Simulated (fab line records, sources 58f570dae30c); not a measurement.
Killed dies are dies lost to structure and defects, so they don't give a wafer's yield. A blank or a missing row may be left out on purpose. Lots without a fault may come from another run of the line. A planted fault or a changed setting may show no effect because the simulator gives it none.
A struck lot beside a sound one | flow berkeley_cmos170 | 14 steps out of a route of 331
Sound: wafers L863.1, L863.4, L863.5. Struck: wafers L855.1, L855.5, L855.6. The cause comes at the end.
At each step with rows: each side's tool, then ch and its chambers, then its first start. Under that, the readings that differ: sound wafers | struck wafers | difference of the means | sigmas: that difference in standard deviations of wafers without a fault.
alike: readings whose means differ by less than 2 such deviations, and words and numbers that are the same on both sides. not compared: withheld readings, readings that some wafer has no value for, bounds like >300 that may hide the same value, and numbers for which the record gives no deviation and whose values overlap.
The two part at a step that has a row with sigmas, a row that says differs or no value, or rows on one side only. Numbers that don't overlap but have no deviation are shown without sigmas and don't part them. A reading that every wafer of one side lacks parts them only if that side has two wafers or more.

first, 1 step without rows for these wafers: UCB170_CONTACT_CVD_01 (deposits PSG from SiH4/O2/PH3, target thk 700 nm, time 2820 s).
UCB170_CONTACT_THK_MEAS_02:
  sound on film_metro-04, day 13 01:53; struck on film_metro-04, day 11 03:08
  alike: CONTACT_PSG_THK
then, 3 steps without rows for these wafers: UCB170_CONTACT_HMDS_03 (prime time 60 s); UCB170_CONTACT_COAT_04 (resist thk 900 nm); UCB170_CONTACT_SOFTBAKE_05 (time 60 s).
UCB170_CONTACT_STRIP_06: strips in O2.
  sound on plasma_asher-02 ch 0,1, day 13 02:41; struck on plasma_asher-02 ch 0,1, day 11 03:55
  reading                      | sound             | struck            | difference | sigmas
  strip_time_to_endpoint_s (s) | 22.24 22.13 22.11 | 22.02 22.00 22.01 | -0.15      | -2
  alike: chamber_pressure_mTorr, drypump_motor_current_A, oes_product_au
  not compared: rf_hours_counter_h
then, 1 step without rows for these wafers: UCB170_CONTACT_CLEAN_07 (cleans in SPM, time 600 s).
UCB170_CONTACT_RTA_08: time 10 s.
  sound on rtp_anneal-02 ch 0, day 13 02:58; struck on rtp_anneal-01 ch 0, day 11 04:11
  alike: lamp_power_pct, wafer_temp_C_max
then, 4 steps without rows for these wafers: UCB170_CONTACT_COAT_09; UCB170_CONTACT_COAT_10 (resist thk 900 nm); UCB170_CONTACT_SOFTBAKE_11 (time 60 s); UCB170_CONTACT_EXPOSE_12 (exposes mask CONT, target cd 700 nm).
UCB170_CONTACT_PEB_13:
  sound on litho_track-01 ch 0, day 13 04:43; struck on litho_track-02, day 11 04:49
  no value came back on the struck wafers for chill_plate_temp_C (C), exhaust_pa (Pa), resist_line_temp_C (C); on the sound wafers chill_plate_temp_C (C) reads 23.13 23.04 23.08
then, 1 step without rows for these wafers: UCB170_CONTACT_DEVELOP_14 (develop time 45 s).

WHERE THEY PART
First at UCB170_CONTACT_STRIP_06; last, within this record, at UCB170_CONTACT_PEB_13.

WHY: what the simulator had put in
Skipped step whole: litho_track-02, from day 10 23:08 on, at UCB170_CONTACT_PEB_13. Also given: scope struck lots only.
